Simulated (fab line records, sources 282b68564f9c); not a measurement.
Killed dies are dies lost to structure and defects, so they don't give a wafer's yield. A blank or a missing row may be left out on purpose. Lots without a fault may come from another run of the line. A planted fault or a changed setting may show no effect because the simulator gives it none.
Tool commonality check | flow rit_cmos | 14 lots, 42 wafers sampled

WHY IT WAS OPENED
At RIT_CONTACT_CD_MEAS_08 the reading cd_nm is flagged on 2 of 14 lots. Wafers without a fault read 999.8 nm, standard deviation 2.2.
Rule: a lot is flagged when every wafer of it that has a number lies more than 4 standard deviations from that mean, or none has a number. The other lots count as sound.

lot  | measured    | on        | cd_nm (nm), wafer by wafer | flag
L700 | day 3 06:53 | cd_sem-02 | 1001.5 999.8 1001.7        |
L701 | day 3 13:10 | cd_sem-02 | 1001.4 1001.6 1001.5       |
L702 | day 3 19:07 | cd_sem-02 | 1002.2 998.8 998.4         |
L703 | day 3 19:41 | cd_sem-02 | 1000.7 1000.0 1001.3       |
L704 | day 4 08:47 | cd_sem-02 | 996.3 994.7 998.1          |
L705 | day 4 09:16 | cd_sem-02 | 1001.5 1001.8 998.4        |
L706 | day 4 11:12 | cd_sem-02 | 998.2 1001.0 999.3         |
L707 | day 4 15:08 | cd_sem-02 | 999.3 998.8 999.3          |
L708 | day 4 21:44 | cd_sem-02 | 999.5 998.1 999.6          |
L710 | day 5 06:58 | cd_sem-02 | 997.4 1001.5 998.3         |
L713 | day 5 21:01 | cd_sem-02 | 1003.1 1001.3 1002.3       |
L715 | day 6 09:45 | cd_sem-02 | 985.3 985.3 984.8          | FLAGGED
L716 | day 6 13:28 | cd_sem-01 | 989.2 989.0 989.3          | FLAGGED
L722 | day 7 19:52 | cd_sem-01 | 999.6 997.6 998.4          |
The numbers of the flagged lots are 987.1 nm on average: -12.6 nm against the usual, or -6 standard deviations.

WHICH TOOL RAN EACH LOT
The record holds 1 process step before the reading, out of a route of 202 steps. In each cell: the tool, then ch and the chambers that the sampled wafers went through, then the start.
lot  | flag    | RIT_CONTACT_DEVELOP_07
L700 |         | litho_track-03 ch 0, day 3 06:00
L701 |         | litho_track-03 ch 0, day 3 12:00
L702 |         | litho_track-03 ch 0, day 3 18:00
L703 |         | litho_track-01 ch 0, day 3 19:00
L704 |         | litho_track-01 ch 0, day 4 08:00
L705 |         | litho_track-01 ch 0, day 4 09:00
L706 |         | litho_track-03 ch 0, day 4 10:00
L707 |         | litho_track-04 ch 0, day 4 14:00
L708 |         | litho_track-01 ch 0, day 4 21:00
L710 |         | litho_track-04 ch 0, day 5 06:00
L713 |         | litho_track-03 ch 0, day 5 20:00
L715 | FLAGGED | litho_track-01 ch 0, day 6 09:00
L716 | FLAGGED | litho_track-01 ch 0, day 6 13:00
L722 |         | litho_track-04 ch 0, day 7 19:00
What these steps do:
- RIT_CONTACT_DEVELOP_07: develop time 120 s.
- RIT_CONTACT_CD_MEAS_08: target cd 1000 nm.

FLAGGED OVER TOTAL, TOOL BY TOOL (the gauges that took the reading come last)
step                   | tool           | lots run | flagged | share of the flagged lots | sound lots run after its first flagged lot
RIT_CONTACT_DEVELOP_07 | litho_track-01 | 6        | 2       | all                       | 0
RIT_CONTACT_DEVELOP_07 | litho_track-03 | 5        | 0       | none                      | -
RIT_CONTACT_DEVELOP_07 | litho_track-04 | 3        | 0       | none                      | -
RIT_CONTACT_CD_MEAS_08 | cd_sem-01      | 2        | 1       | some                      | 1 (L722)
RIT_CONTACT_CD_MEAS_08 | cd_sem-02      | 12       | 1       | some                      | 0

WHAT THE TABLE ALLOWS
1 row of the table ran every flagged lot: litho_track-01 at RIT_CONTACT_DEVELOP_07.
- litho_track-01 at RIT_CONTACT_DEVELOP_07: 2 of its 6 lots flagged. Its last sound lot is L708 (day 4 21:00), its first flagged lot L715 (day 6 09:00): a fault that began between those two fits. Its own readings lie more than 4 standard deviations out on every wafer of the flagged lots: developer_temp_C.
One tool is left: litho_track-01 at RIT_CONTACT_DEVELOP_07.

WHAT THE SIMULATOR HAD PUT IN
Process parameter drift: litho_track-01, from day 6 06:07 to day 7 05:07, at RIT_CONTACT_DEVELOP_07. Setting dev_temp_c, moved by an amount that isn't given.
Lots struck among those shown: L715, L716. The rule above found the same.
